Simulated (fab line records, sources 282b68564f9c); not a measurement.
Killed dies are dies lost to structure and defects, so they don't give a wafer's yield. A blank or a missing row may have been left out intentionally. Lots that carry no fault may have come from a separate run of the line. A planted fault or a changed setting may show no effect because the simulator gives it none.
Struck lot and sound lot, side by side :: flow rit_cmos :: 15 out of 202 route steps
Sound: these wafers, L656.2, L656.4, L656.5. Struck: wafers L665.4, L665.5. (L665.1 of the same lot was not struck and is left out.) The cause comes at the end.
At each step with rows: each side's tool, then ch and its chambers, then its first start. Under that, the readings that differ: sound wafers :: struck wafers :: difference of the means :: sigmas: that difference in standard deviations of wafers without a fault.
alike: words and numbers the same on both sides, and readings whose means are apart by under 2 such deviations; not compared: readings that were withheld, readings missing a value for some wafer, numbers with overlapping values and no deviation given by the record, and bounds like >300 which may hide the same value.
The two part at a step that has a row with sigmas, a row that says differs or no value, or rows on one side only. Numbers that have no deviation but don't overlap get no sigmas and don't part them. Lack of a reading on every wafer of one side parts them only where that side has two or more wafers.

RIT_M1_SPUTTER_00: material Al, target thk 400 nm, time 500 s.
  sound: pvd_sputter-02 at day 4 17:19; struck: pvd_sputter-02 at day 6 12:20
  alike: chamber_pressure_pa, throttle_valve_pct
RIT_M1_RS_MEAS_01: a four-point-probe measurement.
  sound: film_metro-01 at day 4 17:38; struck: film_metro-01 at day 6 12:38
  alike: M1_AL_RS
RIT_M1_THK_MEAS_02: measures by xrf.
  sound: film_metro-01 at day 4 17:45; struck: film_metro-01 at day 6 12:45
  alike: M1_AL_THK
then, 6 steps without rows for these wafers: RIT_M1_HMDS_03 (prime time 60 s); RIT_M1_COAT_04 (resist thk 1300 nm); RIT_M1_SOFTBAKE_05 (time 60 s); RIT_M1_EXPOSE_06 (exposes mask M12, target cd 2600 nm); RIT_M1_PEB_07; RIT_M1_DEVELOP_08 (develop time 68 s).
RIT_M1_CD_MEAS_09 targets a cd of 2600 nm.
  sound: cd_sem-02 at day 4 18:53; struck: cd_sem-02 at day 6 13:49
reading: cd_nm (nm)
sound: 2600.1 2599.2 2599.2
struck: 2605.3 2605.4
difference: +5.9
sigmas: +2
RIT_M1_OVL_MEAS_10:
  sound: overlay-02 at day 4 18:59; struck: overlay-01 at day 6 13:56
  alike: M1_OVL
then, 1 step without rows for these wafers: RIT_M1_HARDBAKE_11 (time 120 s).
RIT_M1_METAL_ETCH_12: etches Al in Cl2/BCl3, stops on SiO2, time 165 s, target depth 600 nm.
  sound on rie_metal-01 ch 0,1, day 4 19:16; struck on rie_metal-01 ch 0, day 6 14:13
reading: model.NOVOLAK_of_M1_COAT_04.thk_nm (nm)
sound: 787.7 804.5 797.5
struck: 689.8 691.2
difference: -106.1
sigmas: 

reading: model.SiO2_of_CONTACT_CVD_00.thk_nm (nm)
sound: 362.2 372.9 370.1
struck: 351.3 351.6
difference: -16.9
sigmas: 

reading: model.M1.feature_depth_nm (nm)
sound: 436.6 432.5 435.2
struck: 449.1 448.2
difference: +13.9
sigmas: 
  alike: drypump_motor_current_A, oes_product_au, throttle_valve_pct
  not compared: rf_hours_counter_h
then, 1 step without rows for these wafers: RIT_M1_STRIP_13 (strips in nmp, time 600 s).
RIT_M1_PROBE_99:
  sound: prober-01 at day 4 21:34; struck: prober-02 at day 6 17:56
reading: model.etest.antenna_m1.vt_shift_v (V)
sound: -0.008315 -0.01114 -0.01104
struck: -0.0223 -0.0233
difference: -0.0126
sigmas: 
  alike: defect_limited_yield, killed_at_contacts, killed_at_front_end, killed_dies, killed_open, killed_short, sort_bin_3_pad_short, sort_bin_5_function, sort_bin_6_memory, sort_n_pass, sort_yield_pct

## WHERE THEY PART
Only at RIT_M1_CD_MEAS_09, as far as this record shows. Later steps at which nothing parts them and some readings are alike: RIT_M1_OVL_MEAS_10, RIT_M1_METAL_ETCH_12, RIT_M1_PROBE_99.

WHY: what had been put in by the simulator
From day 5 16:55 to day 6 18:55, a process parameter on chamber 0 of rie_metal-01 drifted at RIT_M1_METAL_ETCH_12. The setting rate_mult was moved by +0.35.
